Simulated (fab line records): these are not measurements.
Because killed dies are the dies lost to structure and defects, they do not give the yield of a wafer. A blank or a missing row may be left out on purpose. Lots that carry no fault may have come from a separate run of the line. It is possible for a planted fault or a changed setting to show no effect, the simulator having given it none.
Struck lot and sound lot, side by side / flow rit_cmos / 27 out of 202 route steps
Sound: these wafers, L334.4, L334.5, L334.6. Struck: wafers L341.1, L341.2, L341.3. The cause is named last.
For every step that has rows: the tool of each side, followed by ch and its chambers, followed by its first start. Under that, the readings that differ: sound wafers / struck wafers / difference of the means / sigmas: that difference in standard deviations of wafers without a fault.
alike: readings with means less than 2 such deviations apart, plus words and numbers identical on both sides. not compared: withheld readings, readings lacking a value on some wafer, bounds such as >300 that could conceal the same value, and numbers that have no deviation in the record and whose values overlap.
The two part at a step that has a row with sigmas, a row that says differs or no value, or rows on one side only. Non-overlapping numbers with no deviation appear without sigmas and do not part them. Lack of a reading on every wafer of one side parts them only where that side has two or more wafers.

RIT_ACTIVE_BOW_MEAS_00:
  struck on film_metro-01, day 3 12:00; sound on film_metro-03, day 2 01:04
  alike: INCOMING_BOW
then, 1 step without rows for these wafers: RIT_ACTIVE_OXIDATION_01 (target thk 46.8 nm, ox time 3360 s).
RIT_ACTIVE_THK_MEAS_02:
  struck on film_metro-01, day 3 15:27; sound on film_metro-03, day 2 03:05
reading=ACTIVE_OXIDE_THK (nm); sound=44.9 45.5 45.3; struck=46.5 48.0 47.6; difference=+2.1; sigmas=+3
RIT_ACTIVE_CVD_03: deposits Si3N4 from SiH2Cl2/NH3, target thk 150 nm, time 1500 s.
  sound on lpcvd-02 ch 1, day 2 03:07; struck on lpcvd-02 ch 1, day 3 15:31
reading=model.Si3N4_of_ACTIVE_CVD_03.thk_nm (nm); sound=151 152 152.3; struck=123.7 124.9 125; difference=-27.2; sigmas=
  alike: zone_power_centre_pct
RIT_ACTIVE_THK_MEAS_04:
  struck on film_metro-03, day 3 16:55; sound on film_metro-03, day 2 04:34
reading=ACTIVE_NITRIDE_THK (nm); sound=150.9 151.9 152.2; struck=123.7 124.9 125.0; difference=-27.1; sigmas=-17
then, 6 steps without rows for these wafers: RIT_ACTIVE_HMDS_05 (prime time 60 s); RIT_ACTIVE_COAT_06 (resist thk 1000 nm); RIT_ACTIVE_SOFTBAKE_07 (time 60 s); RIT_ACTIVE_EXPOSE_08 (exposes mask M1, target cd 1400 nm); RIT_ACTIVE_PEB_09; RIT_ACTIVE_DEVELOP_10 (develop time 50 s).
RIT_ACTIVE_CD_MEAS_11 targets a cd of 1400 nm.
  struck on cd_sem-01, day 3 17:50; sound on cd_sem-01, day 2 05:30
  alike: cd_nm
then, 1 step without rows for these wafers: RIT_ACTIVE_HARDBAKE_12 (time 60 s).
RIT_ACTIVE_ETCH_13: etches Si3N4 in SF6, stops on SiO2, time 210 s, target depth 210 nm.
  sound on rie_diel-04 ch 0,3, day 2 05:43; struck on rie_diel-03 ch 0,1,2, day 3 18:06
reading=oes_product_au (a.u.); sound=0.810 0.819 0.826; struck=0.720 0.754 0.756; difference=-0.075; sigmas=-6
reading=model.etch.depth_nm (nm); sound=151 152 152.3; struck=123.7 124.9 125; difference=-27.2; sigmas=
reading=model.ACTIVE.feature_depth_nm (nm); sound=153.3 154.3 152.3; struck=123.7 125 125; difference=-28.7; sigmas=
  alike: SF6_flow_sccm, drypump_motor_current_A, throttle_valve_pct
  not compared: rf_hours_counter_h
RIT_ACTIVE_STRIP_14: strips in O2, time 180 s.
  sound on plasma_asher-01 ch 0,1, day 2 05:54; struck on plasma_asher-02 ch 0,1, day 3 18:14
  alike: drypump_motor_current_A
  not compared: rf_hours_counter_h
RIT_ACTIVE_CD_MEAS_90 targets a cd of 1400 nm.
  struck on cd_sem-02, day 3 18:25; sound on cd_sem-01, day 2 06:05
  alike: cd_nm
then, 4 steps without rows for these wafers: RIT_ACTIVE_CLEAN_15 (cleans in SC1, time 600 s); RIT_ACTIVE_CLEAN_16 (cleans in dHF, time 30 s); RIT_ACTIVE_CLEAN_17 (cleans in SC2, time 600 s); RIT_FOX1_OXIDATION_00 (target thk 350.7 nm, ox time 1130 s).
RIT_FOX1_THK_MEAS_01:
  struck on film_metro-04, day 3 20:22; sound on film_metro-02, day 2 07:51
  alike: FOX1_OXIDE_THK
then, 2 steps without rows for these wafers: RIT_FOX1_WET_ETCH_02 (etches SiO2 in BOE, target depth 350 nm, time 390 s); RIT_FOX2_OXIDATION_00 (target thk 350.7 nm, ox time 1130 s).
RIT_FOX2_THK_MEAS_01:
  struck on film_metro-02, day 3 21:52; sound on film_metro-01, day 2 09:24
  alike: FOX2_OXIDE_THK
RIT_FOX2_CLEAN_02: cleans in dHF, time 171.4 s.
  sound on wet_bench-04 ch 2, day 2 09:26; struck on wet_bench-03 ch 3, day 3 21:56
reading=model.Si3N4_of_ACTIVE_CVD_03.thk_nm (nm); sound=131.8 132.8 133.1; struck=104.4 105.7 105.7; difference=-27.3; sigmas=
then, 1 step without rows for these wafers: RIT_FOX2_WET_ETCH_03 (etches Si3N4 in H3PO4, target depth 195 nm, time 2700 s).
RIT_M1_PROBE_99:
  struck on prober-02, day 5 17:08; sound on prober-01, day 4 08:51
reading=killed_at_front_end; sound=8 1 5; struck=16 12 7; difference=+7; sigmas=+2
reading=killed_dies; sound=8 1 5; struck=16 12 7; difference=+7; sigmas=+2
reading=killed_open; sound=4 0 3; struck=11 7 4; difference=+5; sigmas=+3
  alike: killed_at_contacts, killed_short

WHERE THEY PART
First at RIT_ACTIVE_THK_MEAS_02; last, within this record, at RIT_M1_PROBE_99.

WHY: what the simulator had put in
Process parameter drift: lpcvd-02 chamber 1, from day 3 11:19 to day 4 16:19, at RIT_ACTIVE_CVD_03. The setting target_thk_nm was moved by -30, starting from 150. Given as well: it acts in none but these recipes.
